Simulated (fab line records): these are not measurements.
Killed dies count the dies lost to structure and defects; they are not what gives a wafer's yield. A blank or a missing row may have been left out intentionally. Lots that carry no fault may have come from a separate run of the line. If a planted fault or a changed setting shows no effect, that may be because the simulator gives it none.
Comparing a struck lot with a sound one ; flow berkeleyCmos170 ; 43 out of 331 route steps
Sound: these wafers, L586.1, L586.4, L586.5. Wafers struck: L598.1, L598.5, L598.6. The cause comes at the end.
Each step with rows lists, per side, the tool, then ch with its chambers, then its first start. Under that, the readings that differ: sound wafers ; struck wafers ; difference of the means ; sigmas: that difference in standard deviations of wafers without a fault.
alike: same words and numbers on both sides, and readings whose means sit less than 2 such deviations apart. not compared: any withheld reading, any reading some wafer has no value for, any bound like >300 that may hide the same value, and any number with overlapping values for which the record gives no deviation.
Wherever a step has rows on one side only, a row that says differs or no value, or a row with sigmas, the two part there. When numbers do not overlap yet have no deviation, they are printed without sigmas and do not part them. A reading missing from all wafers of one side parts the sides only when that side holds two or more wafers.

first, 1 step without rows for these wafers: UCB170_BACKSIDE_CLEAN_04 (cleans in SPM, time 600 s).
UCB170_SDANNEAL_RTA_00: time 10 s.
  sound on rtpAnneal-02 ch 0, day 9 09:08; struck on rtpAnneal-01 ch 0, day 12 00:47
reading;sound;struck;difference;sigmas
lampPowerPct (%);23.3 23.3 23.3;21.7 21.7 21.7;-1.6;-2
  alike: wafer_temp_C_max
UCB170_SDANNEAL_RTA_01: time 5 s.
  sound on rtpAnneal-02 ch 0, day 9 09:11; struck on rtpAnneal-01 ch 0, day 12 00:52
reading;sound;struck;difference;sigmas
lampPowerPct (%);36.1 36.0 36.0;33.5 33.6 33.5;-2.5;-2
  alike: wafer_temp_C_max
UCB170_SDANNEAL_RS_MEAS_02: uses a four-point probe to measure.
  sound on filmMetro-04 at day 9 09:15; struck on filmMetro-04 at day 12 00:55
  alike: PSD_RS
UCB170_SDANNEAL_RS_MEAS_03: uses a four-point probe to measure.
  sound on filmMetro-04 at day 9 09:22; struck on filmMetro-04 at day 12 01:02
  alike: NSD_RS
UCB170_SDANNEAL_RS_MEAS_04: uses a four-point probe to measure.
  sound on filmMetro-04 at day 9 09:29; struck on filmMetro-04 at day 12 01:09
  alike: PLDD_RS
UCB170_SDANNEAL_RS_MEAS_05: uses a four-point probe to measure.
  sound on filmMetro-04 at day 9 09:37; struck on filmMetro-04 at day 12 01:16
  alike: NLDD_RS
then, 1 step without rows for these wafers: UCB170_SILICIDE_PRE_CLEAN_00 (preclean etch time 60 s).
UCB170_SILICIDE_SPUTTER_01: material Ti, target thk 30 nm, time 25 s.
  sound on pvdSputter-02 at day 9 09:48; struck on pvdSputter-02 at day 12 01:28
  alike: chamberPressurePa, throttleValvePct
UCB170_SILICIDE_RS_MEAS_02: uses a four-point probe to measure.
  sound on filmMetro-02 at day 9 09:50; struck on filmMetro-03 at day 12 01:29
  alike: SILICIDE_TI_RS
UCB170_SILICIDE_THK_MEAS_03: measures by xrf.
  sound on filmMetro-02 at day 9 09:57; struck on filmMetro-03 at day 12 01:37
  alike: SILICIDE_TI_THK
then, 1 step without rows for these wafers: UCB170_SILICIDE_RTA_04 (time 15 s).
UCB170_SILICIDE_WET_ETCH_05: etches Ti in SPM, time 45 s.
  sound on wetBench-04 ch 0, day 9 12:53; struck on wetBench-04 ch 2, day 12 01:56
then, 2 steps without rows for these wafers: UCB170_CONTACT_CLEAN_00 (cleans in SPM, time 600 s); UCB170_CONTACT_CVD_01 (deposits PSG from SiH4/O2/PH3, target thk 700 nm, time 2820 s).
UCB170_CONTACT_THK_MEAS_02:
  sound on filmMetro-01 at day 9 16:11; struck on filmMetro-01 at day 12 04:09
  alike: CONTACT_PSG_THK
then, 12 steps without rows for these wafers: UCB170_CONTACT_HMDS_03 (prime time 60 s); UCB170_CONTACT_COAT_04 (resist thk 900 nm); UCB170_CONTACT_SOFTBAKE_05 (time 60 s); UCB170_CONTACT_STRIP_06 (strips in O2); UCB170_CONTACT_CLEAN_07 (cleans in SPM, time 600 s); UCB170_CONTACT_RTA_08 (time 10 s); UCB170_CONTACT_COAT_09; UCB170_CONTACT_COAT_10 (resist thk 900 nm); UCB170_CONTACT_SOFTBAKE_11 (time 60 s); UCB170_CONTACT_EXPOSE_12 (exposes mask CONT, target cd 700 nm); UCB170_CONTACT_PEB_13; UCB170_CONTACT_DEVELOP_14 (develop time 45 s).
UCB170_CONTACT_CD_MEAS_15: the cd target is 700 nm.
  sound on cdSem-02 at day 9 18:33; struck on cdSem-01 at day 12 06:48
  alike: cdNm
UCB170_CONTACT_OVL_MEAS_16:
  sound on overlay-01 at day 9 18:40; struck on overlay-02 at day 12 06:55
  alike: CONTACT_OVL
then, 1 step without rows for these wafers: UCB170_CONTACT_ETCH_17 (etches BARC in N2/H2).
UCB170_CONTACT_ETCH_18: etches PSG in CHF3/CF4/Ar, stops on TiSi2, target depth 840 nm, time 195 s.
  sound: rieDiel-01 ch 0,1,3; struck: rieDiel-03 ch 0,2,3
  alike: drypumpMotorCurrentA, mfcArSccm, oesProductAu, throttleValvePct
  not compared: rfHoursCounterH
UCB170_CONTACT_STRIP_19: strips in O2.
  sound on plasmaAsher-01 ch 1, day 9 18:53; struck on plasmaAsher-03 ch 0,1, day 12 07:07
  alike: drypumpMotorCurrentA, oesProductAu
  not compared: rfHoursCounterH
UCB170_CONTACT_CD_MEAS_90: the cd target is 700 nm.
  sound on cdSem-02 at day 9 19:02; struck on cdSem-01 at day 12 07:13
  alike: cdNm
then, 2 steps without rows for these wafers: UCB170_CONTACT_CLEAN_20 (cleans in SPM, time 600 s); UCB170_M1_SPUTTER_00 (material Al, target thk 600 nm, time 80 s).
UCB170_M1_RS_MEAS_01: uses a four-point probe to measure.
  sound on filmMetro-02 at day 9 19:23; struck on filmMetro-03 at day 12 07:35
  alike: M1_AL_RS
UCB170_M1_THK_MEAS_02: measures by xrf.
  sound on filmMetro-02 at day 9 19:31; struck on filmMetro-03 at day 12 07:42
  alike: M1_AL_THK
then, 4 steps without rows for these wafers: UCB170_M1_COAT_03; UCB170_M1_COAT_04 (resist thk 900 nm); UCB170_M1_SOFTBAKE_05 (time 60 s); UCB170_M1_EXPOSE_06 (exposes mask METAL1, target cd 700 nm).
UCB170_M3_PROBE_99:
  record: rows for the struck wafers here (prober-01, day 13 11:08), none for the sound ones

WHERE THEY PART
Last at UCB170_M3_PROBE_99 as far as this record goes, first at UCB170_SDANNEAL_RTA_00.

WHY: what had been put in by the simulator
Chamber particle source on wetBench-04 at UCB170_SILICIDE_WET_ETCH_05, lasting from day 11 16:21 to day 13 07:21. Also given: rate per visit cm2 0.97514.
